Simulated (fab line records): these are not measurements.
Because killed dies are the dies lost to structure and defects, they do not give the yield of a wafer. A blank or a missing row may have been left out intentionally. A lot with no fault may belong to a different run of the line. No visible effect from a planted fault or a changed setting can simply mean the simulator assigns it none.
Which of the tools did it? / flow rit-cmos / 15 lots with 45 wafers sampled at 2 steps, on a route of 202 steps

WHAT EACH GAUGE READ, for each wafer
The record holds no reading of a measuring or inspecting step that can be judged against a usual standard deviation.

WHAT TOOL EACH LOT RAN ON (gives the tool, then ch and the chambers of the sampled wafers, and finally the start)
lot=L429; RIT_NRETRO_IMPLANT_08=implanter-03 ch 0, day 2 05:31; RIT_M1_PROBE_99=prober-01, day 3 11:16
lot=L432; RIT_NRETRO_IMPLANT_08=implanter-01 ch 0, day 2 23:23; RIT_M1_PROBE_99=prober-02, day 4 05:11
lot=L433; RIT_NRETRO_IMPLANT_08=implanter-02 ch 0, day 3 04:25; RIT_M1_PROBE_99=prober-01, day 4 07:58
lot=L434; RIT_NRETRO_IMPLANT_08=implanter-01 ch 0, day 3 08:19; RIT_M1_PROBE_99=prober-02, day 4 11:37
lot=L436; RIT_NRETRO_IMPLANT_08=implanter-03 ch 0, day 3 18:38; RIT_M1_PROBE_99=prober-02, day 5 02:04
lot=L437; RIT_NRETRO_IMPLANT_08=implanter-03 ch 0, day 3 23:55; RIT_M1_PROBE_99=prober-01, day 5 05:48
lot=L438; RIT_NRETRO_IMPLANT_08=implanter-03 ch 0, day 4 05:01; RIT_M1_PROBE_99=prober-02, day 5 11:13
lot=L442; RIT_NRETRO_IMPLANT_08=implanter-03 ch 0, day 5 01:47; RIT_M1_PROBE_99=prober-01, day 6 06:12
lot=L443; RIT_NRETRO_IMPLANT_08=implanter-03 ch 0, day 5 04:20; RIT_M1_PROBE_99=prober-02, day 6 12:46
lot=L444; RIT_NRETRO_IMPLANT_08=implanter-01 ch 0, day 5 10:24; RIT_M1_PROBE_99=prober-01, day 6 16:02
lot=L445; RIT_NRETRO_IMPLANT_08=implanter-01 ch 0, day 5 16:23; RIT_M1_PROBE_99=prober-02, day 6 22:54
lot=L446; RIT_NRETRO_IMPLANT_08=implanter-01 ch 0, day 5 21:35; RIT_M1_PROBE_99=prober-01, day 7 03:58
lot=L447; RIT_NRETRO_IMPLANT_08=implanter-01 ch 0, day 6 02:35; RIT_M1_PROBE_99=prober-02, day 7 06:34
lot=L448; RIT_NRETRO_IMPLANT_08=implanter-02 ch 0, day 6 05:15; RIT_M1_PROBE_99=prober-01, day 7 09:07
lot=L449; RIT_NRETRO_IMPLANT_08=implanter-02 ch 0, day 6 12:58; RIT_M1_PROBE_99=prober-02, day 7 19:03
- RIT_NRETRO_IMPLANT_08
- RIT_M1_PROBE_99

WHAT THE TOOLS THEMSELVES READ (means of the sampled wafers that have a number; where no wafer has one, the mark that the record gives instead)
RIT_NRETRO_IMPLANT_08.
lot=L429; tool=implanter-03; tilt-deg (degrees)=7.001
lot=L432; tool=implanter-01; tilt-deg (degrees)=7.022
lot=L433; tool=implanter-02; tilt-deg (degrees)=7.012
lot=L434; tool=implanter-01; tilt-deg (degrees)=6.997
lot=L436; tool=implanter-03; tilt-deg (degrees)=7.002
lot=L437; tool=implanter-03; tilt-deg (degrees)=6.991
lot=L438; tool=implanter-03; tilt-deg (degrees)=5.033
lot=L442; tool=implanter-03; tilt-deg (degrees)=4.998
lot=L443; tool=implanter-03; tilt-deg (degrees)=5.016
lot=L444; tool=implanter-01; tilt-deg (degrees)=7.012
lot=L445; tool=implanter-01; tilt-deg (degrees)=7.001
lot=L446; tool=implanter-01; tilt-deg (degrees)=6.978
lot=L447; tool=implanter-01; tilt-deg (degrees)=6.989
lot=L448; tool=implanter-02; tilt-deg (degrees)=7.011
lot=L449; tool=implanter-02; tilt-deg (degrees)=7.007

RIT_M1_PROBE_99.
lot=L429 tool=prober-01 killed-at-contacts=0.0 killed-at-front-end=10.0 killed-dies=10.0 killed-open=6.3 killed-short=3.7
lot=L432 tool=prober-02 killed-at-contacts=0.0 killed-at-front-end=6.0 killed-dies=6.0 killed-open=3.0 killed-short=3.0
lot=L433 tool=prober-01 killed-at-contacts=0.0 killed-at-front-end=3.3 killed-dies=3.3 killed-open=1.7 killed-short=1.7
lot=L434 tool=prober-02 killed-at-contacts=0.0 killed-at-front-end=6.3 killed-dies=6.3 killed-open=1.3 killed-short=5.0
lot=L436 tool=prober-02 killed-at-contacts=0.0 killed-at-front-end=6.3 killed-dies=6.3 killed-open=3.0 killed-short=3.3
lot=L437 tool=prober-01 killed-at-contacts=0.3 killed-at-front-end=9.7 killed-dies=10.0 killed-open=5.3 killed-short=4.7
lot=L438 tool=prober-02 killed-at-contacts=0.0 killed-at-front-end=4.7 killed-dies=4.7 killed-open=3.0 killed-short=1.7
lot=L442 tool=prober-01 killed-at-contacts=0.0 killed-at-front-end=5.0 killed-dies=5.0 killed-open=2.7 killed-short=2.3
lot=L443 tool=prober-02 killed-at-contacts=0.0 killed-at-front-end=8.0 killed-dies=8.0 killed-open=3.7 killed-short=4.3
lot=L444 tool=prober-01 killed-at-contacts=0.3 killed-at-front-end=2.3 killed-dies=2.7 killed-open=1.3 killed-short=1.3
lot=L445 tool=prober-02 killed-at-contacts=0.3 killed-at-front-end=4.3 killed-dies=4.7 killed-open=3.7 killed-short=1.0
lot=L446 tool=prober-01 killed-at-contacts=0.3 killed-at-front-end=6.7 killed-dies=7.0 killed-open=3.0 killed-short=4.0
lot=L447 tool=prober-02 killed-at-contacts=0.0 killed-at-front-end=6.3 killed-dies=6.3 killed-open=4.0 killed-short=2.3
lot=L448 tool=prober-01 killed-at-contacts=0.0 killed-at-front-end=6.3 killed-dies=6.3 killed-open=3.3 killed-short=3.0
lot=L449 tool=prober-02 killed-at-contacts=0.0 killed-at-front-end=4.7 killed-dies=4.7 killed-open=3.0 killed-short=1.7

THE ANSWER, worked out from the rows above alone
Rule: the lots themselves supply what counts as usual. Put in order of their means at a reading, lots are off if they are a third of the lots or fewer, leave a main group of 4 or more, and stand apart from it by a gap of 3 or more times the standard deviation of the main group's means; of several such gaps the widest counts. If all means in a main group match to the digits the tables above print for the reading, that group is not used. Also off: a lot with no number at a reading for which 4 or more lots have one. All remaining lots with rows at the step are treated as sound. The gauges are gone through in route order, then the tools' own readings, and for those a lot's mean is taken as printed above. The first step at which some lot is off is used, and at that step the reading that is off furthest; a lot without a number counts as furthest.
Off at RIT_NRETRO_IMPLANT_08 (tilt-deg): L438, L442, L443. The main group: mean 7.002 degrees, standard deviation 0.012.
If a tool, at that step or one of the process steps before it, ran each lot that is off and ran no sound lot following the first of them, it fits. One fits: RIT_NRETRO_IMPLANT_08 on implanter-03. A fault onset in the window from L437 (day 3 23:55, its last sound lot) to L438 (day 4 05:01, its first lot off) fits.
The tool's own readings at RIT_NRETRO_IMPLANT_08 bear it out: on the lots that are off they differ by more than 5 times the standard deviation of the sound lots' means. tilt-deg reads 5.016 degrees there against 7.002 degrees on the sound lots.

WHAT THE SIMULATOR HAD PUT IN
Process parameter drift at RIT_NRETRO_IMPLANT_08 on implanter-03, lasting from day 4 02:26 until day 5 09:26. Setting tilt-deg, moved by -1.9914, from 7. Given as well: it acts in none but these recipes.
Lots struck among those shown: L438, L442, L443. The rule given above showed the same thing.
